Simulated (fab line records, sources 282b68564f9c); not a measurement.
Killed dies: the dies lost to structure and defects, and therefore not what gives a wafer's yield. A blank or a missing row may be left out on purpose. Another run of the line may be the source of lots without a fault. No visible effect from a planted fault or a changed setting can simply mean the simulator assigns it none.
A lot that was struck, set against a sound lot | flow rit cmos | 17 steps out of a route of 202
Sound: wafers L345.2, L345.3, L345.4. Wafers struck: L360.1, L360.3, L360.4. The cause is named last.
Per side, at each step with rows, come the tool, then ch with its chambers, and then its first start. Under that, the readings that differ: sound wafers | struck wafers | difference of the means | sigmas: that difference in standard deviations of wafers without a fault.
alike: a reading whose means differ by less than 2 such deviations, as well as words and numbers matching on both sides. not compared: withheld readings; readings where some wafer has no value; bounds like >300 that might hide an equal value; numbers whose values overlap and for which the record gives no deviation.
Wherever a step has rows on one side only, a row that says differs or no value, or a row with sigmas, the two part there. Numbers that have no deviation but don't overlap get no sigmas and don't part them. A reading that every wafer of one side lacks parts them only if that side has two wafers or more.

first, 1 step without rows for these wafers: RIT_PRETRO_DEVELOP_05 (develop time 68 s).
RIT_PRETRO_OVL_MEAS_06:
  sound: overlay-02 at day 2 08:35; struck: overlay-02 at day 5 11:52
  alike: PRETRO_OVL
then, 2 steps without rows for these wafers: RIT_PRETRO_HARDBAKE_07 (time 120 s); RIT_PRETRO_IMPLANT_08.
RIT_PRETRO_STRIP_09: strips in O2, time 180 s.
  sound on plasma asher-04 ch 0,1, day 2 09:01; struck on plasma asher-02 ch 0,1, day 5 12:19
  alike: chamber pressure mTorr, drypump motor current A
  not compared: rf hours counter h
RIT_PRETRO_TW_MEAS_10:
  sound: film metro-04 at day 2 09:12; struck: film metro-03 at day 5 12:29
  reading   | sound       | struck      | difference | sigmas
  PRETRO_TW | 477 478 479 | 468 465 466 | -12        | -2
then, 5 steps without rows for these wafers: RIT_GATE_WET_ETCH_00 (etches SiO2 in BOE, target depth 56 nm, time 60 s); RIT_GATE_CLEAN_01 (cleans in SC1, time 600 s); RIT_GATE_CLEAN_02 (cleans in dHF, time 30 s); RIT_GATE_CLEAN_03 (cleans in SC2, time 600 s); RIT_GATE_CLEAN_04 (cleans in dHF, time 60 s).
RIT_FOX2_THK_MEAS_91:
  sound: film metro-04 at day 2 09:53; struck: film metro-03 at day 5 12:58
  alike: FIELD_OXIDE_LEFT_2_THK
RIT_GATE_OXIDATION_05: target thk 3 nm, ox time 270 s.
  sound on furnace-04 ch 0, day 2 10:13; struck on furnace-04 ch 0, day 5 13:51
  reading                                     | sound             | struck            | difference | sigmas
  model.SiO2_of_GATE_OXIDATION_05.thk nm (nm) | 2.909 2.886 2.898 | 4.177 4.106 4.068 | +1.219     |
  alike: tube center temp C
then, 1 step without rows for these wafers: RIT_GATE_ANNEAL_06 (time 600 s).
RIT_GATE_THK_MEAS_07:
  sound: film metro-03 at day 2 12:16; struck: film metro-02 at day 5 17:43
  reading             | sound          | struck         | difference | sigmas
  GATE_OXIDE_THK (nm) | 2.93 2.86 2.90 | 4.19 4.06 4.12 | +1.23      | +16
then, 1 step without rows for these wafers: RIT_GATE_CVD_08 (deposits poly-Si from SiH4, target thk 250 nm, time 2220 s).
RIT_M1_PROBE_99:
  sound: prober-01 at day 3 15:34; struck: prober-02 at day 6 17:16
  reading                             | sound             | struck            | difference | sigmas
  killed open                         | 5 5 7             | 2 1 2             | -4         | -2
  model.etest.pmos_0p3.r on ohm um    | 5974 5980 5910    | 8314 8144 8068    | +2221      |
  model.etest.pmos turned.r on ohm um | 3116 3045 3092    | 4103 4046 3920    | +939       |
  model.etest.pmos_0p15.r on ohm um   | 2522 2485 2470    | 3302 3316 3222    | +788       |
  model.etest.nmos_0p3.r on ohm um    | 2084 2073 2068    | 2782 2748 2727    | +677       |
  model.etest.nmos_0p15.r on ohm um   | 1082 1050 1079    | 1304 1304 1292    | +230       |
  model.etest.nmos_0p15.drive ua um   | 502.7 518.5 507.9 | 345.4 345.7 359.9 | -159.4     |
  model.etest.nmos narrow.drive ua um | 243.4 243.1 244.4 | 139.3 143.2 145.4 | -101.0     |
  model.etest.nmos_0p3.drive ua um    | 239.4 240.1 238.1 | 141.6 144 145.1   | -95.6      |
  alike: killed at front end, killed dies, killed on rim, killed short

WHERE THEY PART
Last at RIT_M1_PROBE_99 as far as this record goes, first at RIT_PRETRO_TW_MEAS_10.

WHY: whatever the simulator had introduced
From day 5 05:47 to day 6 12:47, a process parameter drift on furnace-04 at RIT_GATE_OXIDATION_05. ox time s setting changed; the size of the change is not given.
